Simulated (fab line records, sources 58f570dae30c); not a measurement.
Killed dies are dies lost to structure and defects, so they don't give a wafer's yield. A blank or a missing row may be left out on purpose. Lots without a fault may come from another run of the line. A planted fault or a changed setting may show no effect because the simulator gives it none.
One fault seen from 2 desks | flow berkeley_cmos170 | each desk has only its own numbers; what lay behind them comes last

THE TOOL OWNER'S DESK: pecvd-02
The tool's own readings at UCB170_V2_CVD_00 (deposits SiO2 from TEOS/O2, target thk 2000 nm, time 250 s): means of the sampled wafers that have a number, for each lot that ran on this tool. A lot is out of limits, marked OUT, if its mean lies more than 4 standard deviations from the usual mean; the brackets give that distance.
Columns: A = heater_power_w at UCB170_V2_CVD_00, usual 254 W; B = pressure_mtorr at UCB170_V2_CVD_00, usual 9002 mTorr; C = run_length_s at UCB170_V2_CVD_00, usual 277.9 s
lot  | first seen here | A   | B    | C
L288 | day 7 01:41     | 245 | 8986 | 277.7
L292 | day 8 01:38     | 242 | 9026 | 277.8
L299 | day 9 09:11     | 257 | 8995 | 184.4 (-99 or more) OUT
L301 | day 9 23:08     | 232 | 8994 | 184.2 (-99 or more) OUT
This desk's finding: out of limits on L299, L301; first on L299, day 9 09:11 (run_length_s at UCB170_V2_CVD_00). In limits: L288, L292.

THE METROLOGY DESK
What the gauges read, lot by lot, whatever tool the lot ran on: means of the sampled wafers that have a number. A lot is out of limits, marked OUT, if its mean lies more than 4 standard deviations from the usual mean; the brackets give that distance.
Columns: A = M1_OVL at UCB170_M1_OVL_MEAS_10, usual 1 nm; B = V2_TEOS_THK at UCB170_V2_THK_MEAS_01, usual 1994 nm; C = V2_BOW at UCB170_V2_BOW_MEAS_03, usual 36 um; D = M3_AL_THK at UCB170_M3_THK_MEAS_03, usual 888 nm
lot  | first seen here | A   | B              | C  | D
L288 | day 6 15:57     | 7   | 1994           | 29 | 887
L289 | day 6 18:42     | -5  | 1990           | 44 | 885
L292 | day 7 14:50     | -11 | 1987           | 43 | 886
L290 | day 7 15:07     | -9  | 1976           | 27 | 880
L296 | day 7 22:05     | 1   | 1991           | 33 | 885
L298 | day 8 21:12     | 1   | 1987           | 31 | 876
L299 | day 8 21:29     | 4   | 1241 (-31) OUT | 34 | 887
L301 | day 9 12:14     | 2   | 1237 (-32) OUT | 30 | 890
L302 | day 9 18:48     | 1   | 2010           | 40 | 911
L305 | day 10 00:20    | -9  | 1988           | 44 | 882
L304 | day 10 04:34    | 1   | 2004           | 37 | 904
L307 | day 10 17:49    | 3   | 1993           | 40 | 894
L308 | day 11 00:40    | -5  | 1987           | 35 | 908
L306 | day 11 01:20    | 0   | 1983           | 37 | 886
This desk's finding: out of limits on L299, L301; first on L299, day 9 09:20 (V2_TEOS_THK at UCB170_V2_THK_MEAS_01). In limits: L288, L289, L292, L290, L296, L298, L302, L305, L304, L307, L308, L306.

PUT TOGETHER
The tool owner's desk could have raised an alarm at day 9 09:11, on L299, L301.
The metrology desk could have raised an alarm at day 9 09:20, on L299, L301.
Of the lots named, all ran UCB170_V2_CVD_00 on pecvd-02.

WHAT THE SIMULATOR HAD PUT IN
Process parameter drift: pecvd-02, from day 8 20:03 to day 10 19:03, at UCB170_V2_CVD_00. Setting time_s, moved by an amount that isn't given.
Lots struck among those shown: L299, L301.
Hours from the fault's start to each desk's first reading out of limits: the tool owner's desk, 13; the metrology desk, 13.
